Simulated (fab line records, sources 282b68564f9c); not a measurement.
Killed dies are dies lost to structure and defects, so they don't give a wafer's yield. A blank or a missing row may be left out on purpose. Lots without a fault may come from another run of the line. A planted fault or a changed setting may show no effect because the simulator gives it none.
fab line records | flow rit_cmos
record lots=7 wafers=21 last_day=10
route steps=202 shown PRETRO@69 GATE@75 FOX2@80 M1@202
lots that met no fault: from a run of the same line without faults
start_h: hours from the record's first day to the start of the lot's first wafer shown | wait_h: hours since the lot's step before | " the same as in the row above | L1.1+2: a row that stands for several wafers | - no value, or no start given | * or withheld: withheld | < > ~ a bound
route shown NAME@n: a module of which the file shows steps, and the number in the route of the first | usual: mean/standard deviation of fault-free wafers | same: alike in all rows | chamber/n: place in a boat | sites: the reading at each site | _std_site: their standard deviation | _edge_site: outer sites' mean less inner sites' | radius_mm: how far each site lies from the wafer's centre | mask NAME#n: copy n | behind: the tool/chamber that last shaped the wafer | hold: why the lot was held/for how many hours/how that ended | device: the transistor (n, p or np) that didn't switch | end of line: the same wafers' tests at the end of the route | a step without rows: its recipe alone | killed: dies lost to structure and defects at the first sort, not the wafer's yield | map: a wafer's dies, x killed, . not, _ none there
set.NAME: the setting as run; set.NAME@STEP: as run at that earlier step | model.NAME: the simulator's own value behind a step, which no gauge read
lots at some steps of the route; a table a step, a row a wafer
services: from which hour (start_h, from the record's first day; less than 0 if before it) a tool's chamber was out of use, for how many hours, and why
## steps
# step RIT_PRETRO_DEVELOP_05
# recipe resist=NOVOLAK develop_time_s=68 dev_temp_c=23
# step RIT_PRETRO_OVL_MEAS_06
# usual PRETRO_OVL=0.6/1.3
# columns lot.wafer tool chamber start_h wait_h PRETRO_OVL[nm]
L637.2 overlay-01 - 32.00 - 0.7
L637.5 " - " " 0.2
L637.6 " - " " 1.0
L640.3 overlay-01 - 49.36 - 3.1
L640.4 " - " " 0.1
L640.5 " - " " 1.6
L641.2 overlay-02 - 55.15 - -0.2
L641.3 " - " " -1.2
L641.5 " - " " -3.3
L642.3 overlay-02 - 58.41 - 2.9
L642.4 " - " " 2.1
L642.6 " - " " 2.5
L647.1 overlay-01 - 84.14 - 0.9
L647.2 " - " " 1.3
L647.4 " - " " -0.5
L649.4 overlay-01 - 92.36 - 1.2
L649.5 " - " " 1.7
L649.6 " - " " 2.4
L657.1 overlay-01 - 137.21 - 0.6
L657.2 " - " " 0.8
L657.6 " - " " 0.9
# step RIT_PRETRO_HARDBAKE_07
# recipe resist=NOVOLAK temp_c=140 time_s=120
# step RIT_PRETRO_IMPLANT_08
# recipe species=B energy_kev=45 dose_cm2=1.2e+13 tilt_deg=7
# step RIT_PRETRO_STRIP_09
# recipe chemistry=O2 time_s=180 resist=NOVOLAK platen_temp_c=withheld power_w=500 pressure_mtorr=4000 o2_flow_sccm=4000
# usual drypump_motor_current_A=5.6/0.52 rf_refl_power_W=7.3/0.53
# columns lot.wafer tool chamber start_h wait_h drypump_motor_current_A rf_hours_counter_h rf_refl_power_W
L637.2 plasma_asher-02 1 32.43 0.1 5.9 41 6.8
L637.5 " 1 " " 5.9 - 6.7
L637.6 " 0 " " 6.5 - 8.2
L640.3 plasma_asher-01 1 49.84 0.1 4.9 - 7.5
L640.4 " 0 " " 5.3 - 7.3
L640.5 " 1 " " 4.9 - 7.4
L641.2 plasma_asher-02 0 55.58 0.1 6.5 44 8.1
L641.3 " 0 " " 6.5 - 7.9
L641.5 " 1 " " 5.9 - 6.2
L642.3 plasma_asher-04 0 58.89 0.1 5.3 - 8.0
L642.4 " 1 " " 5.9 - 6.7
L642.6 " 0 " " 5.3 - 7.4
L647.1 plasma_asher-04 0 84.58 0.1 5.3 48 7.8
L647.2 " 1 " " 5.9 48 7.1
L647.4 " 0 " " 5.3 - 7.6
L649.4 plasma_asher-02 1 92.84 0.1 5.9 - 6.5
L649.5 " 0 " " 6.5 - 7.8
L649.6 " 1 " " 5.9 - 6.7
L657.1 plasma_asher-02 0 137.65 0.1 6.5 2 8.4
L657.2 " 1 " " 5.9 2 6.6
L657.6 " 1 " " 5.9 - 6.6
# step RIT_PRETRO_TW_MEAS_10
# usual PRETRO_TW=477/4.5
# columns lot.wafer tool chamber start_h wait_h PRETRO_TW
L637.2 film_metro-01 - 32.62 0.1 473
L637.5 " - " " 472
L637.6 " - " " 470
L640.3 film_metro-03 - 49.98 0.1 481
L640.4 " - " " 480
L640.5 " - " " 479
L641.2 film_metro-01 - 55.77 0.1 473
L641.3 " - " " 474
L641.5 " - " " 474
L642.3 film_metro-02 - 59.03 0.1 476
L642.4 " - " " 475
L642.6 " - " " 474
L647.1 film_metro-03 - 84.75 0.1 482
L647.2 " - " " 481
L647.4 " - " " 483
L649.4 film_metro-03 - 92.98 0.1 480
L649.5 " - " " 481
L649.6 " - " " 486
L657.1 film_metro-03 - 137.82 0.1 482
L657.2 " - " " 485
L657.6 " - " " 483
# step RIT_GATE_WET_ETCH_00
# recipe chemistry=BOE target=SiO2 target_depth_nm=56 time_s=60 dry=n2_spin dilution=10:1 temp_c=21.5
# step RIT_GATE_CLEAN_01
# recipe chemistry=SC1 mix=3:3:50 time_s=600 temp_c=75
# step RIT_GATE_CLEAN_02
# recipe chemistry=dHF dilution=50:1 time_s=30
# step RIT_GATE_CLEAN_03
# recipe chemistry=SC2 mix=3:3:50 time_s=600 temp_c=75 dry=n2_spin
# step RIT_GATE_CLEAN_04
# recipe chemistry=dHF dilution=50:1 time_s=60 dry=n2_spin
# step RIT_FOX2_THK_MEAS_91
# recipe reads=SiO2_of_FOX2_OXIDATION_00
# usual FIELD_OXIDE_LEFT_2_THK=256/7.7
# columns lot.wafer tool chamber start_h wait_h FIELD_OXIDE_LEFT_2_THK[nm]
L637.2 film_metro-02 - 33.13 0.0 266
L637.5 " - " " 258
L637.6 " - " " 262
L640.3 film_metro-02 - 50.49 0.0 252
L640.4 " - " " 250
L640.5 " - " " 251
L641.2 film_metro-02 - 56.25 0.0 269
L641.3 " - " " 264
L641.5 " - " " 263
L642.3 film_metro-04 - 59.55 0.0 261
L642.4 " - " " 256
L642.6 " - " " 257
L647.1 film_metro-02 - 85.24 0.0 254
L647.2 " - " " 251
L647.4 " - " " 256
L649.4 film_metro-02 - 93.46 0.0 267
L649.5 " - " " 270
L649.6 " - " " 267
L657.1 film_metro-01 - 138.30 0.0 252
L657.2 " - " " 249
L657.6 " - " " 247
# step RIT_GATE_OXIDATION_05
# recipe temp_c=900 ambient=O2 target_thk_a=30 ox_time_s=270
# usual ox_temp_c_max=905.0/1.3
# columns lot.wafer tool chamber start_h wait_h ox_temp_c_max model.SiO2_of_GATE_OXIDATION_05.thk_nm
L637.2 furnace-03 0 33.18 0.0 905.7 3.026
L637.5 " 0 " " 905.3 3.046
L637.6 " 0 " " 906.9 3.052
L640.3 furnace-01 0 51.93 1.4 904.2 2.987
L640.4 " 0 " " 904.3 2.997
L640.5 " 0 " " 903.3 2.983
L647.1 furnace-01 0 87.34 2.1 903.3 3.034
L647.2 " 0 " " 903.3 3.051
L647.4 " 0 " " 903.5 3.128
L657.1 furnace-03 0 142.27 4.0 905.0 3.078
L657.2 " 0 " " 907.3 3.072
L657.6 " 0 " " 906.9 3.1
L641.2 furnace-04 0 177.23 121.0 904.7 3.041
L641.3 " 0 " " 903.2 2.96
L641.5 " 0 " " 906.3 2.991
L642.3 furnace-03 0 179.59 120.0 905.5 3.018
L642.4 " 0 " " 906.4 3.014
L642.6 " 0 " " 905.5 3.039
L649.4 furnace-03 0 213.49 120.0 905.8 3.021
L649.5 " 0 " " 906.0 3.014
L649.6 " 0 " " 905.4 3.019
# step RIT_GATE_ANNEAL_06
# recipe temp_c=900 time_s=600 ambient=N2O
# step RIT_M1_PROBE_99
# usual killed_at_contacts=0.1/0.27 killed_at_front_end=7/3.1 killed_dies=7/3.2 killed_open=3.8/2.1 killed_short=3.6/2
# same gross_dies=264 killed_at_M0_to_M3=0 killed_at_M4_up=0 killed_at_back_side=0 killed_at_other=0
# columns lot.wafer tool chamber start_h wait_h killed_at_contacts killed_at_front_end killed_dies killed_open killed_short model.etest.pmos_0p3.drive_ua_um model.etest.pmos_narrow.drive_ua_um model.etest.nmos_0p15.gate_bv_v model.etest.pmos_0p15.gate_bv_v model.etest.pmos_0p15.bv_v model.etest.pmos_0p3.bv_v model.etest.gate_to_diffusion_comb.leak_log10_a_um model.etest.nmos_0p15.bv_v
L637.2 prober-01 - 61.47 0.1 0 6 6 3 3 100.2 100.2 4.854 4.729 5.692 5.691 -12.53 5.499
L637.5 prober-01 - 61.62 0.2 1 10 11 6 5 100.1 99.69 4.844 4.78 5.711 5.71 -12.43 5.49
L637.6 prober-01 - 61.67 0.2 0 7 7 4 3 100.1 100 4.846 4.758 5.697 5.696 -12.54 5.506
L640.3 prober-02 - 77.44 0.2 0 7 7 3 4 102.2 103.2 4.79 4.718 5.681 5.68 -12.35 5.503
L640.4 prober-02 - 77.49 0.2 0 6 6 3 3 101.2 102.3 4.819 4.677 5.673 5.671 -12.24 5.498
L640.5 prober-02 - 77.54 0.2 0 9 9 6 3 102.1 101.2 4.764 4.702 5.701 5.698 -12.27 5.501
L647.1 prober-01 - 114.08 0.1 1 9 10 7 3 100.6 100.2 4.823 4.732 5.725 5.722 -12.51 5.502
L647.2 prober-01 - 114.13 0.1 0 5 5 4 1 98.44 100.5 4.841 4.772 5.747 5.745 -12.38 5.531
L647.4 prober-01 - 114.23 0.2 0 6 6 3 3 94.3 96.29 4.955 4.818 5.747 5.746 -12.59 5.569
L657.1 prober-01 - 174.50 0.1 0 8 8 6 2 98.39 100.7 4.838 4.788 5.697 5.696 -12.55 5.516
L657.2 prober-01 - 174.55 0.1 0 8 8 5 3 98.72 100.8 4.827 4.73 5.672 5.671 -12.49 5.506
L657.6 prober-01 - 174.75 0.2 0 8 8 3 5 98.28 100.7 4.859 4.775 5.709 5.708 -12.72 5.529
L641.2 prober-01 - 205.30 0.1 0 6 6 4 2 98.5 98.94 4.47 4.361 5.41 5.409 -12.52 5.326
L641.3 prober-01 - 205.35 0.2 1 4 5 3 2 101.9 103.6 4.421 4.253 5.334 5.333 -12.11 5.302
L641.5 prober-01 - 205.45 0.2 0 7 7 4 3 102.2 103.6 4.388 4.299 5.383 5.382 -12.14 5.273
L642.3 prober-02 - 207.46 0.2 0 6 6 4 2 99.48 100.5 4.463 4.332 5.372 5.372 -12.3 5.337
L642.4 prober-02 - 207.51 0.2 0 11 11 6 5 101.3 101.8 4.418 4.368 5.383 5.383 -12.37 5.32
L642.6 prober-02 - 207.61 0.2 0 13 13 7 6 99.24 99.03 4.444 4.353 5.396 5.396 -12.42 5.321
L649.4 prober-01 - 244.34 0.2 0 10 10 2 8 102 100.4 4.414 4.34 5.385 5.384 -12.44 5.287
L649.5 prober-01 - 244.39 0.2 0 12 12 6 6 103.1 101.1 4.436 4.327 5.386 5.385 -12.4 5.299
L649.6 prober-01 - 244.44 0.2 0 7 7 4 3 101.3 99.54 4.466 4.317 5.354 5.354 -12.39 5.329
# killed by level:class
L637.2 GATE:geometric_particle:short=3 GATE:geometric_particle:open=1 REOX:geometric_particle:open=1 SPACER:geometric_particle:open=1
L637.5 GATE:geometric_particle:open=2 REOX:geometric_particle:open=2 FOX1:geometric_particle:short=1 FOX1:geometric_particle:open=1 FOX2:geometric_particle:short=1 GATE:geometric_particle:short=1 SPACER:geometric_particle:short=1 SILICIDE:geometric_particle:open=1
L637.6 GATE:geometric_particle:open=2 REOX:geometric_particle:short=2 FOX1:geometric_particle:open=1 FOX2:geometric_particle:open=1 SPACER:geometric_particle:short=1
L640.3 GATE:geometric_particle:short=2 FOX2:geometric_particle:open=1 REOX:geometric_particle:short=1 SPACER:geometric_particle:open=1 SILICIDE:geometric_particle:short=1 SILICIDE:geometric_particle:open=1
L640.4 REOX:geometric_particle:open=2 GATE:geometric_particle:short=1 GATE:geometric_particle:open=1 SPACER:geometric_particle:short=1 SILICIDE:geometric_particle:short=1
L640.5 GATE:geometric_particle:open=2 SPACER:geometric_particle:open=2 FOX2:geometric_particle:open=1 GATE:geometric_particle:short=1 REOX:geometric_particle:open=1 REOX:geometric_particle:short=1 SPACER:geometric_particle:short=1
L647.1 GATE:geometric_particle:open=2 SILICIDE:geometric_particle:open=2 FOX1:geometric_particle:short=1 FOX2:geometric_particle:open=1 GATE:geometric_particle:short=1 REOX:geometric_particle:open=1 SILICIDE:geometric_particle:short=1 CONTACT:geometric_particle:open=1
L647.2 FOX1:geometric_particle:open=2 FOX2:geometric_particle:open=1 GATE:geometric_particle:open=1 GATE:geometric_particle:short=1
L647.4 FOX2:geometric_particle:short=2 FOX2:geometric_particle:open=1 GATE:geometric_particle:open=1 GATE:geometric_particle:short=1 SPACER:geometric_particle:open=1
L657.1 FOX1:geometric_particle:open=3 GATE:geometric_particle:open=2 FOX1:geometric_particle:short=1 GATE:geometric_particle:short=1 SILICIDE:geometric_particle:open=1
L657.2 GATE:geometric_particle:open=3 REOX:geometric_particle:short=2 SILICIDE:geometric_particle:open=2 GATE:geometric_particle:short=1
L657.6 GATE:geometric_particle:open=2 SPACER:geometric_particle:short=2 FOX1:geometric_particle:short=1 FOX2:geometric_particle:short=1 SPACER:geometric_particle:open=1 SILICIDE:geometric_particle:short=1
L641.2 GATE:geometric_particle:open=1 GATE:geometric_particle:short=1 REOX:geometric_particle:open=1 SPACER:geometric_particle:open=1 SPACER:geometric_particle:short=1 SILICIDE:geometric_particle:open=1
L641.3 ACTIVE:geometric_particle:open=1 FOX2:geometric_particle:short=1 GATE:geometric_particle:short=1 REOX:geometric_particle:open=1 CONTACT:geometric_particle:open=1
L641.5 FOX2:geometric_particle:short=2 GATE:geometric_particle:open=2 SPACER:geometric_particle:open=1 GATE:geometric_particle:short=1 SILICIDE:geometric_particle:open=1
L642.3 SILICIDE:geometric_particle:open=3 REOX:geometric_particle:short=2 FOX2:geometric_particle:open=1
L642.4 FOX2:geometric_particle:open=2 GATE:geometric_particle:open=2 REOX:geometric_particle:short=2 FOX2:geometric_particle:short=1 GATE:geometric_particle:short=1 SPACER:geometric_particle:short=1 SPACER:geometric_particle:open=1 SILICIDE:geometric_particle:open=1
L642.6 GATE:geometric_particle:short=2 REOX:geometric_particle:short=2 REOX:geometric_particle:open=2 SPACER:geometric_particle:open=2 SILICIDE:geometric_particle:open=2 FOX2:geometric_particle:open=1 FOX2:geometric_particle:short=1 SILICIDE:geometric_particle:short=1
L649.4 FOX1:geometric_particle:short=2 FOX2:geometric_particle:short=2 GATE:geometric_particle:short=2 SPACER:geometric_particle:short=2 GATE:geometric_particle:open=1 SPACER:geometric_particle:open=1
L649.5 GATE:geometric_particle:open=5 SPACER:geometric_particle:short=3 GATE:geometric_particle:short=2 FOX1:geometric_particle:open=1 FOX1:geometric_particle:short=1
L649.6 REOX:geometric_particle:short=2 ACTIVE:geometric_particle:open=1 GATE:geometric_particle:open=1 GATE:geometric_particle:short=1 SPACER:geometric_particle:open=1 SILICIDE:geometric_particle:open=1
## services
# columns tool chamber start_h hours kind
plasma_asher-01 - 54.84 6.3 repair
furnace-01 - 59.65 2.8 pm
furnace-03 - 70.85 2.2 pm
furnace-03 - 85.52 3.0 pm
plasma_asher-02 - 108.75 9.0 pm
plasma_asher-02 0 108.75 9.0 vent_cycle
plasma_asher-02 1 108.75 9.0 vent_cycle
plasma_asher-02 0 117.75 - clean
plasma_asher-02 1 117.75 - clean
furnace-03 - 159.97 4.0 pm
plasma_asher-02 - 180.85 0.5 repair
## key
first_sign step=RIT_GATE_OXIDATION_05 reading=wait_h direction=changed
effect none on later readings
model_effect step=RIT_GATE_OXIDATION_05 value=SiO2_of_GATE_OXIDATION_05.thk_nm without=2.949 struck=3.013
model_effect step=RIT_M1_PROBE_99 value=etest.pmos_0p3.drive_ua_um without=103.9 struck=101
met_at RIT_GATE_OXIDATION_05
struck_wafers L641.2,L641.3,L641.5,L642.3,L642.4,L642.6,L649.4,L649.5,L649.6
tester_left_out L641,L642,L649
fault kind=queue_time_violation tool=furnace-01,furnace-03,furnace-04 chamber=0 onset_h=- steps=RIT_GATE_OXIDATION_05 delay_hr=120 scope=struck_lots_only
# tester_left_out: of these lots the tester's yield and bins aren't shown, on N5 and GAA mostly nor the transistor test; their killed dies are dies lost to structure and defects alone, not to doping, threshold or leakage, so they don't give the yield
